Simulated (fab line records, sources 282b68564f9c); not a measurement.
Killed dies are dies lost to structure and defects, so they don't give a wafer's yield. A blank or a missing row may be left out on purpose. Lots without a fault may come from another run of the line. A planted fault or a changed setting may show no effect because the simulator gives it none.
A struck lot beside a sound one | flow rit_cmos | 43 steps out of a route of 202
Sound: wafers L703.2, L703.3, L703.6. Struck: wafers L714.3, L714.5, L714.6. The cause comes at the end.
At each step with rows: each side's tool, then ch and its chambers, then its first start. Under that, the readings that differ: sound wafers | struck wafers | difference of the means | sigmas: that difference in standard deviations of wafers without a fault.
alike: readings whose means differ by less than 2 such deviations, and words and numbers that are the same on both sides. not compared: withheld readings, readings that some wafer has no value for, bounds like >300 that may hide the same value, and numbers for which the record gives no deviation and whose values overlap.
The two part at a step that has a row with sigmas, a row that says differs or no value, or rows on one side only. Numbers that don't overlap but have no deviation are shown without sigmas and don't part them. A reading that every wafer of one side lacks parts them only if that side has two wafers or more.

first, 1 step without rows for these wafers: RIT_ACTIVE_DEVELOP_10 (develop time 50 s).
RIT_ACTIVE_CD_MEAS_11: target cd 1400 nm.
  sound on cd_sem-02, day 2 10:35; struck on cd_sem-02, day 4 17:29
  alike: cd_nm
then, 1 step without rows for these wafers: RIT_ACTIVE_HARDBAKE_12 (time 60 s).
RIT_ACTIVE_ETCH_13: etches Si3N4 in SF6, stops on SiO2, time 210 s, target depth 210 nm.
  sound on rie_diel-04 ch 1,2,3, day 2 10:50; struck on rie_diel-01 ch 0,1, day 4 17:43
  alike: chamber_pressure_mTorr, drypump_motor_current_A, oes_product_au, throttle_valve_pct
  not compared: rf_hours_counter_h
RIT_ACTIVE_STRIP_14: strips in O2, time 180 s.
  sound on plasma_asher-04 ch 0,1, day 2 10:58; struck on plasma_asher-04 ch 0,1, day 4 17:54
  alike: chamber_pressure_mTorr, drypump_motor_current_A, rf_refl_power_W
  not compared: rf_hours_counter_h
RIT_ACTIVE_CD_MEAS_90: target cd 1400 nm.
  sound on cd_sem-01, day 2 11:10; struck on cd_sem-01, day 4 18:04
  alike: cd_nm
then, 4 steps without rows for these wafers: RIT_ACTIVE_CLEAN_15 (cleans in SC1, time 600 s); RIT_ACTIVE_CLEAN_16 (cleans in dHF, time 30 s); RIT_ACTIVE_CLEAN_17 (cleans in SC2, time 600 s); RIT_FOX1_OXIDATION_00 (target thk 350.7 nm, ox time 1130 s).
RIT_FOX1_THK_MEAS_01:
  sound on film_metro-03, day 2 14:11; struck on film_metro-02, day 4 19:50
  alike: FOX1_OXIDE_THK
then, 1 step without rows for these wafers: RIT_FOX1_WET_ETCH_02 (etches SiO2 in BOE, target depth 350 nm, time 390 s).
RIT_FOX2_OXIDATION_00: target thk 350.7 nm, ox time 1130 s.
  sound on furnace-02 ch 0, day 2 14:22; struck on furnace-03 ch 0, day 4 20:01
  reading             | sound          | struck         | difference | sigmas
  spike_tc_load_C (C) | 1135 1134 1134 | 1121 1122 1121 | -13        | -3
  alike: ox_temp_c
RIT_FOX2_THK_MEAS_01:
  sound on film_metro-03, day 2 15:41; struck on film_metro-02, day 4 21:20
  alike: FOX2_OXIDE_THK
then, 2 steps without rows for these wafers: RIT_FOX2_CLEAN_02 (cleans in dHF, time 180 s); RIT_FOX2_WET_ETCH_03 (etches Si3N4 in H3PO4, target depth 195 nm, time 2700 s).
RIT_FOX2_THK_MEAS_90:
  sound on film_metro-02, day 2 16:34; struck on film_metro-04, day 4 22:13
  alike: FIELD_OXIDE_LEFT_1_THK
then, 6 steps without rows for these wafers: RIT_NWELL_HMDS_00 (prime time 60 s); RIT_NWELL_COAT_01 (resist thk 1300 nm); RIT_NWELL_SOFTBAKE_02 (time 60 s); RIT_NWELL_EXPOSE_03 (exposes mask M2, target cd 43900 nm); RIT_NWELL_PEB_04; RIT_NWELL_DEVELOP_05 (develop time 68 s).
RIT_NWELL_OVL_MEAS_06:
  sound on overlay-02, day 2 17:30; struck on overlay-02, day 4 23:09
  alike: NWELL_OVL
then, 2 steps without rows for these wafers: RIT_NWELL_HARDBAKE_07 (time 120 s); RIT_NWELL_IMPLANT_08.
RIT_NWELL_STRIP_09: strips in O2, time 180 s.
  sound on plasma_asher-01 ch 0,1, day 2 17:56; struck on plasma_asher-03 ch 0,1, day 4 23:38
  alike: chamber_pressure_mTorr, drypump_motor_current_A, rf_refl_power_W
  not compared: rf_hours_counter_h
RIT_NWELL_TW_MEAS_10:
  sound on film_metro-04, day 2 18:07; struck on film_metro-04, day 4 23:46
  alike: NWELL_TW
then, 6 steps without rows for these wafers: RIT_PWELL_HMDS_00 (prime time 60 s); RIT_PWELL_COAT_01 (resist thk 1300 nm); RIT_PWELL_SOFTBAKE_02 (time 60 s); RIT_PWELL_EXPOSE_03 (exposes mask M3, target cd 43700 nm); RIT_PWELL_PEB_04; RIT_PWELL_DEVELOP_05 (develop time 68 s).
RIT_PWELL_OVL_MEAS_06:
  sound on overlay-01, day 2 19:10; struck on overlay-01, day 5 00:47
  alike: PWELL_OVL
then, 2 steps without rows for these wafers: RIT_PWELL_HARDBAKE_07 (time 120 s); RIT_PWELL_IMPLANT_08.
RIT_PWELL_STRIP_09: strips in O2, time 180 s.
  sound on plasma_asher-02 ch 0,1, day 2 19:38; struck on plasma_asher-03 ch 0,1, day 5 01:16
  reading                     | sound       | struck      | difference | sigmas
  drypump_motor_current_A (A) | 6.0 6.0 6.2 | 5.2 5.4 5.2 | -0.8       | -2
  rf_refl_power_W (W)         | 6.9 7.1 6.2 | 9.8 7.5 9.7 | +2.3       | +2
  alike: chamber_pressure_mTorr
  not compared: rf_hours_counter_h
RIT_PWELL_TW_MEAS_10:
  sound on film_metro-02, day 2 19:49; struck on film_metro-02, day 5 01:24
  alike: PWELL_TW
then, 1 step without rows for these wafers: RIT_WELLDRIVE_ANNEAL_00 (time 14700 s).
RIT_WELLDRIVE_RS_MEAS_01: measures by four-point-probe.
  sound on film_metro-02, day 3 01:02; struck on film_metro-04, day 5 06:34
  alike: NWELL_RS
RIT_WELLDRIVE_RS_MEAS_02: measures by four-point-probe.
  sound on film_metro-02, day 3 01:09; struck on film_metro-04, day 5 06:41
  reading           | sound             | struck            | difference | sigmas
  PWELL_RS (ohm/sq) | 428.0 429.1 427.9 | 429.9 430.9 431.3 | +2.4       | +2
RIT_M1_PROBE_99:
  sound on prober-02, day 4 06:45; struck on prober-01, day 6 11:23
  reading                                            | sound                | struck               | difference | sigmas
  model.etest.pmos_0p15.gate_log10_a_cm2             | -6.746 -6.714 -6.413 | -2.202 -2.428 -2.357 | +4.295     |
  model.etest.nmos_0p15.gate_log10_a_cm2             | -5.566 -5.631 -5.463 | -1.835 -1.948 -1.63  | +3.749     |
  model.etest.gate_to_diffusion_comb.leak_log10_a_um | -12.42 -12.33 -12.33 | -8.876 -9.006 -8.58  | +3.539     |
  model.etest.diode_nwell_sub.leak_log10_a_cm2       | -7.401 -7.65 -7.298  | -5.727 -5.907 -5.803 | +1.637     |
  model.etest.pmos_0p15.gate_bv_v (V)                | 4.771 4.777 4.708    | 3.141 3.227 3.159    | -1.576     |
  model.etest.nmos_0p15.gate_bv_v (V)                | 4.844 4.831 4.835    | 3.258 3.313 3.267    | -1.557     |
  model.etest.pmos_0p15.bv_v (V)                     | 5.726 5.728 5.661    | 4.32 4.405 4.34      | -1.35      |
  model.etest.pmos_0p3.bv_v (V)                      | 5.725 5.727 5.661    | 4.32 4.405 4.34      | -1.35      |
  alike: killed_at_contacts, killed_at_front_end, killed_dies, killed_open, killed_short

WHERE THEY PART
First at RIT_FOX2_OXIDATION_00; last, within this record, at RIT_WELLDRIVE_RS_MEAS_02. Later steps at which nothing parts them and some readings are alike: RIT_M1_PROBE_99.

WHY: what the simulator had put in
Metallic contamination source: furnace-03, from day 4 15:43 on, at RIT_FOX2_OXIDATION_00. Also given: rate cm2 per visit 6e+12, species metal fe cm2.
